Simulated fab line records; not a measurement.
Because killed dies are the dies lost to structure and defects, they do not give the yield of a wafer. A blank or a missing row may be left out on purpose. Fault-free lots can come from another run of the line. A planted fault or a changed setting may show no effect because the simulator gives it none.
2 desks looking at one fault | flow berkeley-cmos170 | every desk sees just its own numbers, and what lay behind them comes last

FOR THE TOOL OWNER'S DESK: litho-track-01
The tool's own readings at UCB170_V1_COAT_07 (resist thk 900 nm): means of the sampled wafers that have a number, for each lot that ran on this tool. Any lot whose mean is over 4 standard deviations away from the usual mean is out of limits and marked OUT; that distance is given in the brackets.
Columns: A = chill-plate-temp-C at UCB170_V1_COAT_07, usual 22.99 C; B = spin-speed-rpm at UCB170_V1_COAT_07, usual 1500.1 rpm
lot  | first seen here | A     | B
L956 | day 9 21:24     | 23.00 | 1499.8
L966 | day 11 11:40    | 23.13 | 1285.6 (-99 or more) OUT
L969 | day 12 02:30    | 23.05 | 1285.4 (-99 or more) OUT
Finding of this desk: L966, L969 out of limits; the first was L966 at day 11 11:40, on spin-speed-rpm at UCB170_V1_COAT_07. Within limits: L956.

THE METROLOGY DESK
Means of the sampled wafers that have a number, per lot and without regard to the tool the lot ran on: this is what the gauges read. Any lot whose mean is over 4 standard deviations away from the usual mean is out of limits and marked OUT; that distance is given in the brackets.
Columns: A = V1_OVL at UCB170_V1_OVL_MEAS_13, usual 0 nm
lot  | first seen here | A
L952 | day 9 00:38     | 6
L953 | day 9 03:56     | -3
L954 | day 9 04:13     | 11
L957 | day 9 22:11     | -4
L956 | day 9 22:28     | 8
L958 | day 9 23:11     | 3
L960 | day 10 20:52    | 2
L959 | day 10 21:29    | 1
L965 | day 11 10:56    | -3
L966 | day 11 13:04    | 3
L969 | day 12 03:25    | -3
L972 | day 13 10:40    | -2
L971 | day 13 10:56    | 0
L974 | day 13 10:58    | -5
This desk's finding: nothing out of limits on any of the 14 lots.

PUT TOGETHER
The tool owner's desk could have raised an alarm at day 11 11:40, on L966, L969.
Nothing out of limits was seen by the metrology desk.
The metrology desk has L966, L969 on record, within its limits.
Of the lots named, all ran UCB170_V1_COAT_07 on litho-track-01.

WHAT THE SIMULATOR HAD INSERTED
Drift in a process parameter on litho-track-01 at UCB170_V1_COAT_07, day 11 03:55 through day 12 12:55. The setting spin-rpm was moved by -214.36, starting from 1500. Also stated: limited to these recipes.
Lots struck among those shown: L966, L969.
How many hours passed from the start of the fault until each desk's first out-of-limits reading: the tool owner's desk, 8.
